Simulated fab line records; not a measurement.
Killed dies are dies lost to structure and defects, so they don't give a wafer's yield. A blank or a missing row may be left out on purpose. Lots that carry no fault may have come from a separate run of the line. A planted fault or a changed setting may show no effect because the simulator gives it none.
The tool behind it: which one? -- flow berkeley_cmos170 -- 7 lots with 21 wafers sampled at 2 steps, on a route of 331 steps

WHAT THE GAUGES READ, wafer by wafer
UCB170_PLDD_CD_MEAS_06: the cd target is 1200 nm.
lot,measured,on,cd_nm (nm)
L726,day 6 05:31,cd_sem-02,1199.9 1199.5 1199.0
L731,day 6 19:17,cd_sem-01,1201.0 1199.9 1201.0
L736,day 8 04:28,cd_sem-01,1210.4 1210.2 1211.7 1210.3 1210.2 1211.8
L740,day 8 21:07,cd_sem-02,1201.0 1202.1 1200.9
L741,day 9 09:17,cd_sem-01,1200.6 1199.2 1200.6
L744,day 10 05:02,cd_sem-01,1198.3 1200.2 1198.8
L747,day 10 16:32,cd_sem-01,1200.3 1199.6 1200.2

WHAT TOOL EACH LOT RAN ON (gives the tool, then ch and the chambers of the sampled wafers, and finally the start)
lot,UCB170_PLDD_SOFTBAKE_02
L726,"litho_track-04 ch 0, day 6 04:26"
L731,"litho_track-01 ch 0, day 6 18:29"
L736,"litho_track-02 ch 0, day 8 03:46"
L740,"litho_track-01 ch 0, day 8 20:26"
L741,"litho_track-01 ch 0, day 9 08:25"
L744,"litho_track-04 ch 0, day 10 04:20"
L747,"litho_track-04 ch 0, day 10 15:59"
- UCB170_PLDD_SOFTBAKE_02: time 60 s.

THE ANSWER, worked out from the rows above alone
Rule: the lots themselves supply what counts as usual. Put in order of their means at a reading, lots are off if they are a third of the lots or fewer, leave a main group of 4 or more, and stand apart from it by a gap of 3 or more times the standard deviation of the main group's means; of several such gaps the widest counts. If all means in a main group match to the digits the tables above print for the reading, that group is not used. A lot without any number at a reading at which 4 lots or more have one is off too. All remaining lots with rows at the step are treated as sound.
Off: L736 (UCB170_PLDD_CD_MEAS_06, cd_nm). For the main group the mean is 1200.1 nm and the standard deviation 0.73.
A tool fits if, at a process step before that reading, it ran every lot that is off, and no sound lot after the first of them. Gauges at UCB170_PLDD_CD_MEAS_06: tried the same way as those tools. One candidate fits, namely litho_track-02 at UCB170_PLDD_SOFTBAKE_02. It ran no sound lot before its first lot that is off in this sample, so the start can't be narrowed down.

WHAT WAS PUT IN BY THE SIMULATOR
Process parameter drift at UCB170_PLDD_SOFTBAKE_02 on litho_track-02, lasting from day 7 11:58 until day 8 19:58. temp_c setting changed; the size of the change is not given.
Shown lots that were struck: L736. This agrees with what the rule above found.
